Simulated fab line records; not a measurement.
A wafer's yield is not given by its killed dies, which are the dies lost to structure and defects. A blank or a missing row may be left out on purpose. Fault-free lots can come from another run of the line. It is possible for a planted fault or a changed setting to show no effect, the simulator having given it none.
fab line records + flow ritCmos
record:
- lots: 11
- wafers: 33
- lastDay: 7
route steps=202 shown M1@190
lots that met no fault: from a run of the same line without faults
startH: hours from the record's first day to the start of the lot's first wafer shown + waitH: how many hours have passed since the lot's step before this one + " repeats the value in the row above + L1.1+2: a row that stands for several wafers + - no value, or no start was given + * or withheld: withheld + < > ~ a bound
route shown NAME@n: a module of which the file shows steps, and the number in the route of the first + usual: mean and standard deviation over wafers with no fault + same: alike in all rows + chamber/n: place in a boat + sites: each site's reading + _std_site: the standard deviation of these + _edge_site: outer sites' mean less inner sites' + radiusMm: for every site, how far away it sits from the centre of the wafer + mask NAME#n: copy n + behind: tool/chamber where the wafer was last shaped + hold: cause of the lot's hold/its duration in hours/its outcome + device: names the non-switching transistor (n, p or np) + end of line: the same wafers' tests at the end of the route + a step given without rows: its recipe and nothing more + killed: dies lost to structure and defects at the first sort, not the wafer's yield + map: per-die view of a wafer (x killed, . not killed, _ where there is no die)
set.NAME: the run value of the setting; set.NAME@STEP: its run value at that earlier step + model.NAME: the simulator's own value behind a step, which no gauge read
the route's steps for a sample of lots (tables are steps, rows are wafers)
services: when a tool's chamber went out of use (startH, in hours from the record's first day, below 0 if earlier), for how many hours, and the reason
== steps ==
step: RIT_M1_EXPOSE_06
recipe:
- maskId: M12
- na: 0.6
- sourceShape: conventional
- sigmaOuter: 0.5
- targetCdNm: 2600
- doseMj: 250
usual:
- exposureDoseMJCm2: 249.9/0.32
same:
- sigmaOuter: 0.5
| lot.wafer | tool            | chamber | startH | waitH | mask  | exposureDoseMJCm2 |
|-----------|-----------------|---------|--------|-------|-------|-------------------|
| L965.1    | ilineStepper-01 | 0       | 53.68  | 0.2   | M12#0 | 250.2             |
| L965.3    | "               | 0       | "      | "     | M12#0 | 250.5             |
| L965.5    | "               | 0       | "      | "     | M12#0 | 249.9             |
| L966.1    | ilineStepper-01 | 0       | 58.11  | 0.1   | M12#0 | 250.4             |
| L966.2    | "               | 0       | "      | "     | M12#0 | 250.3             |
| L966.4    | "               | 0       | "      | "     | M12#0 | 250.1             |
| L967.3    | ilineStepper-01 | 0       | 64.91  | 0.1   | M12#0 | 249.7             |
| L967.5    | "               | 0       | "      | "     | M12#0 | 249.7             |
| L967.6    | "               | 0       | "      | "     | M12#0 | 250.0             |
| L969.1    | ilineStepper-01 | 0       | 76.11  | 0.1   | M12#0 | 246.1             |
| L969.2    | "               | 0       | "      | "     | M12#0 | 246.3             |
| L969.3    | "               | 0       | "      | "     | M12#0 | 246.2             |
| L978.2    | ilineStepper-02 | 0       | 128.61 | 0.1   | M12#0 | 250.0             |
| L978.4    | "               | 0       | "      | "     | M12#0 | 249.8             |
| L978.5    | "               | 0       | "      | "     | M12#0 | 250.0             |
| L983.2    | ilineStepper-02 | 0       | 145.17 | 0.2   | M12#0 | 250.3             |
| L983.4    | "               | 0       | "      | "     | M12#0 | 250.5             |
| L983.6    | "               | 0       | "      | "     | M12#0 | 250.1             |
| L984.1    | ilineStepper-01 | 0       | 148.97 | 0.2   | M12#0 | 249.4             |
| L984.2    | "               | 0       | "      | "     | M12#0 | 249.5             |
| L984.4    | "               | 0       | "      | "     | M12#0 | 249.6             |
| L985.3    | ilineStepper-01 | 0       | 153.79 | 0.1   | M12#0 | 250.1             |
| L985.5    | "               | 0       | "      | "     | M12#0 | 250.0             |
| L985.6    | "               | 0       | "      | "     | M12#0 | 249.3             |
| L986.1    | ilineStepper-01 | 0       | 158.13 | 0.1   | M12#0 | 249.6             |
| L986.3    | "               | 0       | "      | "     | M12#0 | 249.6             |
| L986.5    | "               | 0       | "      | "     | M12#0 | 249.3             |
| L987.2    | ilineStepper-01 | 0       | 165.58 | 0.1   | M12#0 | 249.5             |
| L987.4    | "               | 0       | "      | "     | M12#0 | 249.7             |
| L987.6    | "               | 0       | "      | "     | M12#0 | 249.1             |
| L988.2    | ilineStepper-02 | 0       | 172.97 | 0.2   | M12#0 | 250.1             |
| L988.4    | "               | 0       | "      | "     | M12#0 | 249.9             |
| L988.5    | "               | 0       | "      | "     | M12#0 | 250.2             |
step: RIT_M1_CD_MEAS_09
recipe:
- targetCdNm: 2600
usual:
- cdNm: 2600.3/2.3
| lot.wafer | tool     | chamber | startH | waitH | cdNm   |
|-----------|----------|---------|--------|-------|--------|
| L965.1    | cdSem-02 | -       | 54.11  | -     | 2601.6 |
| L965.3    | "        | -       | "      | "     | 2603.1 |
| L965.5    | "        | -       | "      | "     | 2600.8 |
| L966.1    | cdSem-01 | -       | 58.54  | -     | 2600.4 |
| L966.2    | "        | -       | "      | "     | 2600.8 |
| L966.4    | "        | -       | "      | "     | 2604.8 |
| L967.3    | cdSem-01 | -       | 65.35  | -     | 2597.4 |
| L967.5    | "        | -       | "      | "     | 2599.3 |
| L967.6    | "        | -       | "      | "     | 2600.5 |
| L969.1    | cdSem-01 | -       | 76.54  | -     | 2594.6 |
| L969.2    | "        | -       | "      | "     | 2566.4 |
| L969.3    | "        | -       | "      | "     | 2570.1 |
| L978.2    | cdSem-02 | -       | 129.04 | -     | 2602.4 |
| L978.4    | "        | -       | "      | "     | 2604.0 |
| L978.5    | "        | -       | "      | "     | 2601.0 |
| L983.2    | cdSem-02 | -       | 145.60 | -     | 2602.5 |
| L983.4    | "        | -       | "      | "     | 2602.2 |
| L983.6    | "        | -       | "      | "     | 2602.7 |
| L984.1    | cdSem-02 | -       | 149.40 | -     | 2599.0 |
| L984.2    | "        | -       | "      | "     | 2600.8 |
| L984.4    | "        | -       | "      | "     | 2598.5 |
| L985.3    | cdSem-01 | -       | 154.22 | -     | 2600.6 |
| L985.5    | "        | -       | "      | "     | 2601.8 |
| L985.6    | "        | -       | "      | "     | 2601.0 |
| L986.1    | cdSem-02 | -       | 158.71 | -     | 2600.9 |
| L986.3    | "        | -       | "      | "     | 2599.0 |
| L986.5    | "        | -       | "      | "     | 2600.0 |
| L987.2    | cdSem-02 | -       | 166.01 | -     | 2599.7 |
| L987.4    | "        | -       | "      | "     | 2599.6 |
| L987.6    | "        | -       | "      | "     | 2598.0 |
| L988.2    | cdSem-01 | -       | 173.40 | -     | 2602.4 |
| L988.4    | "        | -       | "      | "     | 2601.3 |
| L988.5    | "        | -       | "      | "     | 2603.6 |
step: RIT_M1_PROBE_99
usual:
- defectLimitedYield: 97.4/1
- killed_at_M0_to_M3: 0.0/0.12
- killedAtContacts: 0.1/0.31
- killedAtFrontEnd: 6.8/2.7
- killedDies: 6.9/2.7
- killedOpen: 3.3/1.8
- killedShort: 3.5/1.8
- sort_bin_3_pad_short: 0.2/0.23
- sort_bin_5_function: 1.5/0.86
- sort_bin_6_memory: 1.0/0.61
- sortNPass: 257.1/2.7
- sortYieldPct: 97.4/1
same:
- grossDies: 264
- killed_at_M4_up: 0
- killedAtBackSide: 0
- killedAtOther: 0
| lot.wafer | tool      | chamber | startH | waitH | defectLimitedYield[%] | killed_at_M0_to_M3 | killedAtContacts | killedAtFrontEnd | killedDies | killedOpen | killedShort | sort_bin_3_pad_short[%] | sort_bin_5_function[%] | sort_bin_6_memory[%] | sortNPass | sortYieldPct[%] |
|-----------|-----------|---------|--------|-------|-----------------------|--------------------|------------------|------------------|------------|------------|-------------|-------------------------|------------------------|----------------------|-----------|-----------------|
| L965.1    | prober-01 | -       | 58.67  | 0.1   | 97.3                  | 0                  | 0                | 7                | 7          | 5          | 2           | 0                       | 1.5                    | 1.1                  | 257.0     | 97.3            |
| L965.3    | prober-01 | -       | 58.77  | 0.2   | 96.6                  | 0                  | 0                | 9                | 9          | 5          | 4           | 0                       | 2.7                    | 0.8                  | 255.0     | 96.6            |
| L965.5    | prober-01 | -       | 58.87  | 0.2   | 96.6                  | 0                  | 0                | 9                | 9          | 2          | 6           | 0.4                     | 0.8                    | 2.3                  | 255.0     | 96.6            |
| L967.3    | prober-01 | -       | 68.07  | 0.2   | 99.2                  | 0                  | 0                | 2                | 2          | 0          | 2           | 0                       | 0                      | 0.8                  | 262.0     | 99.2            |
| L967.5    | prober-01 | -       | 68.17  | 0.2   | 99.2                  | 0                  | 0                | 2                | 2          | 1          | 1           | 0                       | 0.8                    | 0                    | 262.0     | 99.2            |
| L967.6    | prober-01 | -       | 68.22  | 0.2   | 98.1                  | 1                  | 1                | 3                | 5          | 1          | 4           | 0                       | 1.5                    | 0.4                  | 259.0     | 98.1            |
| L978.2    | prober-01 | -       | 131.73 | 0.1   | 97.7                  | 0                  | 0                | 6                | 6          | 5          | 1           | 0.4                     | 1.1                    | 0.8                  | 258.0     | 97.7            |
| L978.4    | prober-01 | -       | 131.83 | 0.2   | 96.6                  | 0                  | 0                | 9                | 9          | 2          | 7           | 0                       | 1.9                    | 1.5                  | 255.0     | 96.6            |
| L978.5    | prober-01 | -       | 131.88 | 0.2   | 97.0                  | 0                  | 1                | 7                | 8          | 5          | 3           | 0.4                     | 1.5                    | 1.1                  | 256.0     | 97.0            |
| L983.2    | prober-02 | -       | 148.29 | 0.1   | 98.1                  | 0                  | 0                | 5                | 5          | 4          | 1           | 0                       | 1.1                    | 0.8                  | 259.0     | 98.1            |
| L983.4    | prober-02 | -       | 148.39 | 0.2   | 95.5                  | 0                  | 0                | 12               | 12         | 5          | 7           | 0.4                     | 2.7                    | 1.5                  | 252.0     | 95.5            |
| L983.6    | prober-02 | -       | 148.49 | 0.2   | 95.8                  | 0                  | 0                | 11               | 11         | 4          | 7           | 0                       | 1.1                    | 3.0                  | 253.0     | 95.8            |
| L984.1    | prober-01 | -       | 152.06 | 0.1   | 96.2                  | 0                  | 0                | 10               | 10         | 4          | 6           | 0                       | 1.9                    | 1.9                  | 254.0     | 96.2            |
| L984.2    | prober-01 | -       | 152.11 | 0.1   | 97.7                  | 0                  | 1                | 5                | 6          | 4          | 2           | 0.4                     | 0.8                    | 1.1                  | 258.0     | 97.7            |
| L984.4    | prober-01 | -       | 152.21 | 0.2   | 99.2                  | 0                  | 0                | 2                | 2          | 0          | 2           | 0.4                     | 0.4                    | 0                    | 262.0     | 99.2            |
| L986.1    | prober-01 | -       | 161.37 | 0.1   | 97.7                  | 0                  | 0                | 6                | 6          | 2          | 4           | 0                       | 1.9                    | 0.4                  | 258.0     | 97.7            |
| L986.3    | prober-01 | -       | 161.47 | 0.2   | 97.0                  | 0                  | 0                | 8                | 8          | 4          | 4           | 0                       | 1.5                    | 1.5                  | 256.0     | 97.0            |
| L986.5    | prober-01 | -       | 161.57 | 0.2   | 98.5                  | 0                  | 0                | 4                | 4          | 2          | 2           | 0.4                     | 0.4                    | 0.8                  | 260.0     | 98.5            |
| L988.2    | prober-01 | -       | 176.09 | 0.1   | 98.1                  | 0                  | 1                | 4                | 5          | 3          | 2           | 0                       | 1.1                    | 0.8                  | 259.0     | 98.1            |
| L988.4    | prober-01 | -       | 176.19 | 0.2   | 98.5                  | 0                  | 0                | 4                | 4          | 3          | 1           | 0.4                     | 0.8                    | 0.4                  | 260.0     | 98.5            |
| L988.5    | prober-01 | -       | 176.24 | 0.2   | 97.7                  | 0                  | 0                | 6                | 6          | 3          | 3           | 0.4                     | 0.8                    | 1.1                  | 258.0     | 97.7            |
killed by level:class
L965.1 GATE:geometricParticle:open=2 GATE:geometricParticle:short=2 FOX1:geometricParticle:open=1 REOX:geometricParticle:open=1 SILICIDE:geometricParticle:open=1
L965.3 GATE:geometricParticle:open=4 FOX2:geometricParticle:short=1 GATE:geometricParticle:short=1 SPACER:geometricParticle:short=1 SILICIDE:geometricParticle:open=1 SILICIDE:geometricParticle:short=1
L965.5 GATE:geometricParticle:short=4 FOX2:geometricParticle:short=1 FOX2:geometricParticle:open=1 GATE:geometricParticle:open=1 REOX:geometricParticle:short=1 NWELL:coatMicrobubblePrinted=1
L967.3 FOX1:geometricParticle:short=1 GATE:geometricParticle:short=1
L967.5 GATE:geometricParticle:short=1 GATE:geometricParticle:open=1
L967.6 FOX1:geometricParticle:open=1 FOX1:geometricParticle:short=1 REOX:geometricParticle:short=1 CONTACT:geometricParticle:short=1 M1:geometricParticle:short=1
L978.2 GATE:geometricParticle:open=3 FOX1:geometricParticle:open=1 GATE:geometricParticle:short=1 SILICIDE:geometricParticle:open=1
L978.4 GATE:geometricParticle:short=6 GATE:geometricParticle:open=1 SPACER:geometricParticle:open=1 SILICIDE:geometricParticle:short=1
L978.5 GATE:geometricParticle:open=3 FOX2:geometricParticle:short=2 GATE:geometricParticle:short=1 SPACER:geometricParticle:open=1 CONTACT:geometricParticle:open=1
L983.2 GATE:geometricParticle:open=2 FOX1:geometricParticle:open=1 GATE:geometricParticle:short=1 REOX:geometricParticle:open=1
L983.4 GATE:geometricParticle:short=3 FOX2:geometricParticle:short=2 FOX1:geometricParticle:open=1 FOX1:geometricParticle:short=1 GATE:geometricParticle:open=1 REOX:geometricParticle:open=1 REOX:geometricParticle:short=1 SPACER:geometricParticle:open=1
L983.6 GATE:geometricParticle:short=4 FOX1:geometricParticle:short=3 GATE:geometricParticle:open=2 FOX1:geometricParticle:open=1 REOX:geometricParticle:open=1
L984.1 GATE:geometricParticle:short=2 FOX1:geometricParticle:open=1 FOX2:geometricParticle:open=1 FOX2:geometricParticle:short=1 GATE:geometricParticle:open=1 REOX:geometricParticle:short=1 SPACER:geometricParticle:short=1 SPACER:geometricParticle:open=1
L984.2 SPACER:geometricParticle:open=2 GATE:geometricParticle:short=1 SILICIDE:geometricParticle:short=1 SILICIDE:geometricParticle:open=1 CONTACT:geometricParticle:open=1
L984.4 GATE:geometricParticle:short=1 SPACER:geometricParticle:short=1
L986.1 GATE:geometricParticle:short=2 FOX1:geometricParticle:short=1 FOX2:geometricParticle:short=1 GATE:geometricParticle:open=1 SPACER:geometricParticle:open=1
L986.3 GATE:geometricParticle:short=4 FOX1:geometricParticle:open=1 GATE:geometricParticle:open=1 REOX:geometricParticle:open=1 SILICIDE:geometricParticle:open=1
L986.5 FOX2:geometricParticle:open=1 REOX:geometricParticle:short=1 SPACER:geometricParticle:short=1 SPACER:geometricParticle:open=1
L988.2 FOX2:geometricParticle:short=1 FOX2:geometricParticle:open=1 GATE:geometricParticle:short=1 GATE:geometricParticle:open=1 CONTACT:geometricParticle:open=1
L988.4 FOX2:geometricParticle:open=3 GATE:geometricParticle:short=1
L988.5 GATE:geometricParticle:short=2 SILICIDE:geometricParticle:open=2 FOX2:geometricParticle:open=1 SPACER:geometricParticle:short=1
== services ==
| tool            | chamber | startH | hours | kind        |
|-----------------|---------|--------|-------|-------------|
| ilineStepper-01 | 0       | 95.57  | -     | calibration |
| ilineStepper-02 | -       | 154.66 | 7.4   | repair      |
| ilineStepper-02 | 0       | 157.79 | -     | calibration |
== key ==
firstSign:
- step: RIT_M1_EXPOSE_06
- reading: exposureDoseMJCm2
- direction: down
- sigmas: 12
- usual: 249.9
- struck: 246.2
effect:
- step: RIT_M1_CD_MEAS_09
- reading: cdNm
- direction: down
- sigmas: 9.9
- usual: 2600.3
- struck: 2577.0
- through: controlLoop
metAt RIT_M1_EXPOSE_06
struckLots L969
loopTrim:
- step: RIT_M1_EXPOSE_06
- setting: dose
- lots: L969
onsetBetween 64.91 76.11
fault:
- kind: processParameterDrift
- tool: ilineStepper-01
- chamber: -
- onsetH: 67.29
- steps: RIT_M1_EXPOSE_06
- channel: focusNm
- offset: 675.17
- spreadByWafer: 0.3
- shape: step
- endH: 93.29
loopTrim: a control loop set the setting to another value than it would have without faults
